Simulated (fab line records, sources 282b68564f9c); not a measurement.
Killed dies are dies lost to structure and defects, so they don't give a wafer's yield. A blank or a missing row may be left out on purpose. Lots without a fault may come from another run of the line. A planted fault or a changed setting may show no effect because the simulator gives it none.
Split-lot experiment | flow rit_cmos | 5 lots, 23 wafers read, on a route of 202 steps

THE SPLIT
At RIT_SILICIDE_SPUTTER_01 (material Ti, target thk 30 nm, time 240 s), the setting time_s was moved away from the recipe's 240 s on 8 of the 23 wafers read, by +4.5% to +12.9%. The other wafers ran this setting at the recipe's value.

FROM THE SPLIT TO THE READING: what the file shows between them, 1 step
- RIT_SILICIDE_RS_MEAS_02: measures by four-point-probe

THE READING
SILICIDE_TI_THK, in nm, at RIT_SILICIDE_THK_MEAS_03 (measures by xrf). Fault-free wafers of this fab line usually give 30.2 nm, standard deviation 0.44 nm.

wafer  | tool, chamber at the split | time_s as run, s | against the recipe | SILICIDE_TI_THK, nm | against lot-mates on the recipe
L077.1 | pvd_sputter-04, -          | 250.8            | +4.5%              | 31.5                | +0.9
L077.2 | pvd_sputter-04, -          | 250.8            | +4.5%              | 32.0                | +1.4
L077.4 | pvd_sputter-04, -          | 240              | recipe             | 30.3                | -
L077.5 | pvd_sputter-04, -          | 240              | recipe             | 31.0                | -
L077.6 | pvd_sputter-04, -          | 250.8            | +4.5%              | 31.7                | +1.1
L079.2 | pvd_sputter-04, -          | 240              | recipe             | 29.6                | -
L079.3 | pvd_sputter-04, -          | 240              | recipe             | 30.5                | -
L079.4 | pvd_sputter-04, -          | 240              | recipe             | 30.5                | -
L079.5 | pvd_sputter-04, -          | 240              | recipe             | 29.8                | -
L079.6 | pvd_sputter-04, -          | 240              | recipe             | 30.0                | -
L080.1 | pvd_sputter-03, -          | 240              | recipe             | 30.8                | -
L080.4 | pvd_sputter-03, -          | 240              | recipe             | 30.1                | -
L080.5 | pvd_sputter-03, -          | 240              | recipe             | 30.4                | -
L083.1 | pvd_sputter-03, -          | 240              | recipe             | 30.2                | -
L083.2 | pvd_sputter-03, -          | 240              | recipe             | 29.5                | -
L083.3 | pvd_sputter-03, -          | 268.4            | +11.8%             | 33.8                | +3.9
L083.4 | pvd_sputter-03, -          | 240              | recipe             | 30.0                | -
L083.6 | pvd_sputter-03, -          | 268.4            | +11.8%             | 34.0                | +4.1
L081.2 | pvd_sputter-02, -          | 240              | recipe             | 30.0                | -
L081.3 | pvd_sputter-02, -          | 270.9            | +12.9%             | 34.5                | +4.3
L081.4 | pvd_sputter-02, -          | 270.9            | +12.9%             | 34.3                | +4.1
L081.5 | pvd_sputter-02, -          | 240              | recipe             | 30.4                | -
L081.6 | pvd_sputter-02, -          | 270.9            | +12.9%             | 34.1                | +3.9

THE FIT
A straight line over all 23 wafers: SILICIDE_TI_THK changes by +0.317 nm for each +1% of time_s; r = +0.98; the points scatter about the line by 0.36 nm.
The same after taking each lot's own level away (the mean of its wafers on the recipe; 23 wafers): +0.323 nm for each +1%; r = +0.98; scatter 0.32 nm.
On that fit, the largest move of time_s shifts the reading by 4.2 nm.
The lots' own levels span 29.90 to 30.65 nm, that is 1.7 times the standard deviation above.
So the lot-to-lot level changes the slope little: the two slopes agree.
Check: with one of the wafers moved furthest among these (+12.9%) left out of the fit, the line predicts +4.07 nm for it against its lot-mates. It came out at +4.3 nm against them.

OTHER SPLITS ON THESE WAFERS
These wafers also went through other splits before the reading. Each is held against what the fit with the lots' levels taken away leaves over:
other split on the same wafers     | wafers away from the commonest value | r with SILICIDE_TI_THK (lot level and that fit taken away)
RIT_GATE_DEVELOP_15 develop_time_s | 5                                    | -0.57
RIT_NLDD_IMPLANT_08 dose_cm2       | 8                                    | +0.04
RIT_PLDD_IMPLANT_08 dose_cm2       | 7                                    | -0.36
RIT_PSD_IMPLANT_08 energy_kev      | 5                                    | +0.09
RIT_SDANNEAL_CLEAN_00 temp_c       | 18                                   | +0.26

THE WHOLE CHAIN: every reading that the file lists as answering this split, in the file's order
step                     | what it does                              | reading                                                                           | change (the file's fit)               | r (the file's)
RIT_SILICIDE_SPUTTER_01  | material Ti, target thk 30 nm, time 240 s | Ti_of_SILICIDE_SPUTTER_01.thk_nm (the simulator's own value, which no gauge read) | +0.316 nm for each +1% of the setting | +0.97
RIT_SILICIDE_RS_MEAS_02  | measures by four-point-probe              | SILICIDE_TI_RS                                                                    | -0.539 for each +1% of the setting    | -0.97
RIT_SILICIDE_THK_MEAS_03 | measures by xrf                           | SILICIDE_TI_THK                                                                   | +0.323 for each +1% of the setting    | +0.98

THE FILE'S OWN FIT
SILICIDE_TI_THK changes by +0.323 nm for each +1% of time_s, r = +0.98.
